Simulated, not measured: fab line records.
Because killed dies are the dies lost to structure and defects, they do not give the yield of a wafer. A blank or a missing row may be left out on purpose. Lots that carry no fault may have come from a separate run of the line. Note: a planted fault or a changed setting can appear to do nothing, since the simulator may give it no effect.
fab line records	flow berkeley_cmos170
[record] lots = 13	wafers = 39	last_day = 13
route steps=331 shown M2@283
lots with no fault: from the same line, run without faults
start_h: start of the lot's first displayed wafer, in hours after the record's first day	wait_h: how many hours have passed since the lot's step before this one	" the same as in the row above	L1.1+2: a single row standing in for several wafers	- no value, or no start was given	* or withheld: withheld	< > ~ a bound
route shown NAME@n: NAME is a module with steps in the file, n the number in the route of the first one	usual: mean/standard deviation taken from wafers without a fault	same: alike in all rows	chamber/n: place in a boat	sites: readings site by site	_std_site: standard deviation across them	_edge_site: the outer-site mean with the inner-site mean subtracted	radius_mm: for every site, how far away it sits from the centre of the wafer	mask NAME#n: copy n	behind: tool/chamber where the wafer was last shaped	hold: what put the lot on hold/how long, in hours/how the hold closed	device: the transistor (n, p or np) that didn't switch	end of line: the route-end tests of the same wafers	where a step has no rows: the recipe by itself	killed: at the first sort, the dies lost to defects and structure; wafer yield is something else	map: the dies of a wafer, with x for killed, . for not killed, _ for no die there
set.NAME: the run value of the setting; set.NAME@STEP: its run value at that earlier step	model.NAME: the simulator's own value behind a step, which no gauge read
the route's steps for a sample of lots (tables are steps, rows are wafers)
services: the hour from which a tool's chamber was out of use, counted from the record's first day as start_h (under 0 if before that day), plus the number of hours and why
[[steps]]
[step UCB170_M2_EXPOSE_12]
[recipe] mask_id = METAL2	target_cd_nm = 700	na = 0.5	sigma_outer = 0.6	source_shape = conventional	dose_mj = 26
[usual] exposure_dose_mJ_cm2 = 25.98/0.031
lot.wafer	tool	chamber	start_h	wait_h	mask	exposure_dose_mJ_cm2
L455.1	krf_scanner-02	0	194.75	-	METAL2#0	25.96
L455.3	"	0	"	"	METAL2#0	25.96
L455.5	"	0	"	"	METAL2#0	25.97
L454.1	krf_scanner-01	0	195.33	-	METAL2#0	26.00
L454.4	"	0	"	"	METAL2#0	26.00
L454.6	"	0	"	"	METAL2#0	26.01
L456.1	krf_scanner-01	0	201.03	-	METAL2#0	25.98
L456.3	"	0	"	"	METAL2#0	25.95
L456.5	"	0	"	"	METAL2#0	25.98
L457.4	krf_scanner-01	0	207.07	-	METAL2#0	25.99
L457.5	"	0	"	"	METAL2#0	25.97
L457.6	"	0	"	"	METAL2#0	26.00
L459.1	krf_scanner-01	0	208.22	-	METAL2#0	26.03
L459.2	"	0	"	"	METAL2#0	26.02
L459.6	"	0	"	"	METAL2#0	26.02
L458.1	krf_scanner-01	0	209.78	-	METAL2#0	25.99
L458.4	"	0	"	"	METAL2#0	26.03
L458.5	"	0	"	"	METAL2#0	26.02
L461.2	krf_scanner-02	0	220.07	-	METAL2#0	25.98
L461.5	"	0	"	"	METAL2#0	25.96
L461.6	"	0	"	"	METAL2#0	25.95
L462.2	krf_scanner-01	0	223.62	-	METAL2#0	26.01
L462.5	"	0	"	"	METAL2#0	26.03
L462.6	"	0	"	"	METAL2#0	26.01
L464.2	krf_scanner-02	0	236.26	-	METAL2#0	25.76
L464.4	"	0	"	"	METAL2#0	25.77
L464.6	"	0	"	"	METAL2#0	25.81
L474.1	krf_scanner-01	0	273.42	-	METAL2#0	26.01
L474.2	"	0	"	"	METAL2#0	26.03
L474.6	"	0	"	"	METAL2#0	26.01
L472.2	krf_scanner-01	0	277.05	-	METAL2#0	26.01
L472.5	"	0	"	"	METAL2#0	26.03
L472.6	"	0	"	"	METAL2#0	25.98
L477.3	krf_scanner-01	0	305.00	-	METAL2#0	25.99
L477.5	"	0	"	"	METAL2#0	25.97
L477.6	"	0	"	"	METAL2#0	26.00
L476.1	krf_scanner-01	0	307.69	-	METAL2#0	25.99
L476.2	"	0	"	"	METAL2#0	25.98
L476.6	"	0	"	"	METAL2#0	25.99
[[services]]
tool	chamber	start_h	hours	kind
krf_scanner-01	-	184.91	4.0	pm
krf_scanner-02	-	210.73	3.6	pm
krf_scanner-02	-	214.28	1.3	pm
krf_scanner-02	-	216.10	0.8	pm
krf_scanner-02	0	218.44	-	calibration
krf_scanner-01	-	231.23	1.0	pm
krf_scanner-02	-	241.18	6.4	repair
krf_scanner-01	0	241.27	-	calibration
krf_scanner-01	-	256.81	1.3	pm
krf_scanner-01	-	267.09	0.4	repair
[[key]]
[first_sign] step = UCB170_M2_EXPOSE_12	reading = exposure_dose_mJ_cm2	direction = down	sigmas = 6.5	usual = 25.98	struck = 25.78
effect none on later readings
met_at UCB170_M2_EXPOSE_12
struck_lots L464
[loop_trim] step = UCB170_M2_EXPOSE_12	setting = dose	lots = L464
onset_between 220.07 236.26
[fault] kind = process_parameter_drift	tool = krf_scanner-02	chamber = -	onset_h = 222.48	steps = UCB170_M2_EXPOSE_12	channel = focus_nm	offset = 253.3	spread_by_wafer = 0.3	shape = step	end_h = 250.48
// loop_trim: a control loop set the setting to another value than it would have without faults
